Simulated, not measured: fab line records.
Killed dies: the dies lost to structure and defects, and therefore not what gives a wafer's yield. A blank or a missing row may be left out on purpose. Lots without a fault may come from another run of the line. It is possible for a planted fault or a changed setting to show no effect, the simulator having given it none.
Which of the tools did it?    flow rit cmos    42 wafers from 14 lots sampled at 2 of the route's 202 steps

WHAT EACH GAUGE READ, for each wafer
RIT_SDANNEAL_RS_MEAS_07: uses a four-point probe to measure.
lot   measured     on             NLDD_RS (ohm/sq)
L610  day 3 16:26  film metro-02  151.5 152.1 151.5
L612  day 4 03:47  film metro-04  150.6 150.4 150.7
L614  day 4 12:19  film metro-04  151.3 151.3 151.5
L616  day 4 19:55  film metro-02  152.2 151.9 151.7
L617  day 5 01:52  film metro-03  151.1 151.3 151.6
L619  day 5 11:19  film metro-03  151.3 150.8 151.6
L620  day 5 19:16  film metro-02  151.7 152.3 152.0
L621  day 6 01:21  film metro-02  152.3 152.0 152.4
L623  day 6 11:43  film metro-04  151.3 151.8 151.7
L625  day 6 16:16  film metro-02  - - -
L626  day 7 00:14  film metro-04  - - -
L630  day 7 14:40  film metro-04  152.0 151.9 151.8
L631  day 8 00:13  film metro-02  152.2 151.7 152.2
L632  day 8 02:31  film metro-04  151.6 151.4 151.9

EACH LOT AND THE TOOL THAT RAN IT (in order: tool; ch and the chambers of the sampled wafers; start)
lot   RIT_NLDD_IMPLANT_08
L610  implanter-02 ch 0, day 3 07:29
L612  implanter-01 ch 0, day 3 19:24
L614  implanter-01 ch 0, day 4 03:26
L616  implanter-02 ch 0, day 4 10:46
L617  implanter-01 ch 0, day 4 17:19
L619  implanter-02 ch 0, day 5 03:20
L620  implanter-01 ch 0, day 5 11:15
L621  implanter-02 ch 0, day 5 17:09
L623  implanter-02 ch 0, day 6 02:11
L625  implanter-01 ch 0, day 6 07:23
L626  implanter-01 ch 0, day 6 15:51
L630  implanter-04 ch 0, day 7 06:31
L631  implanter-02 ch 0, day 7 16:01
L632  implanter-02 ch 0, day 7 18:20
- RIT_NLDD_IMPLANT_08

AS READ BY THE TOOLS THEMSELVES (means over the sampled wafers that have a number; for cases with no such wafer, the mark the record gives instead)
RIT_NLDD_IMPLANT_08.
lot   tool          beam on s (s)
L610  implanter-02  9.94
L612  implanter-01  10.11
L614  implanter-01  9.88
L616  implanter-02  9.91
L617  implanter-01  10.08
L619  implanter-02  10.00
L620  implanter-01  10.00
L621  implanter-02  9.99
L623  implanter-02  9.96
L625  implanter-01  10.29
L626  implanter-01  9.86
L630  implanter-04  10.08
L631  implanter-02  10.01
L632  implanter-02  10.04

THE ANSWER, worked out from the rows above alone
Rule: usual is defined by the lots themselves. The widest of any qualifying gaps counts: lots, ordered by their means at a reading, are off when they make up no more than a third of the lots, leave a main group of 4 or more, and stand apart from it by 3 or more times the standard deviation of that group's means. If all means in a main group match to the digits the tables above print for the reading, that group is not used. Also off: a lot with no number at a reading for which 4 or more lots have one. The other lots that the step has rows for count as sound. After the gauges, taken in route order, come the tools' own readings; for these a lot's mean is taken, as printed above. The first step at which some lot is off is used, and at that step the reading that is off furthest; a lot without a number counts as furthest.
Off: at RIT_SDANNEAL_RS_MEAS_07 (NLDD_RS), L625, L626. Without a number there: L625, L626. The main group has a mean of 151.6 ohm/sq with a standard deviation of 0.44.
A tool fits if, at a process step before that reading, it ran every lot that is off, and no sound lot after the first of them. Those tools and the gauges at RIT_SDANNEAL_RS_MEAS_07 are tried in the same way. One fits: RIT_NLDD_IMPLANT_08 on implanter-01. A fault onset in the window from L620 (day 5 11:15, its last sound lot) to L625 (day 6 07:23, its first lot off) fits.

WHAT WAS PUT IN BY THE SIMULATOR
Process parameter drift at RIT_NLDD_IMPLANT_08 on implanter-01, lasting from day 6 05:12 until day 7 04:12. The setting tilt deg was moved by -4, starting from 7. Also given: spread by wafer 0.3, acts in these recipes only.
Struck lots among those shown: L625, L626. The rule given above showed the same thing.
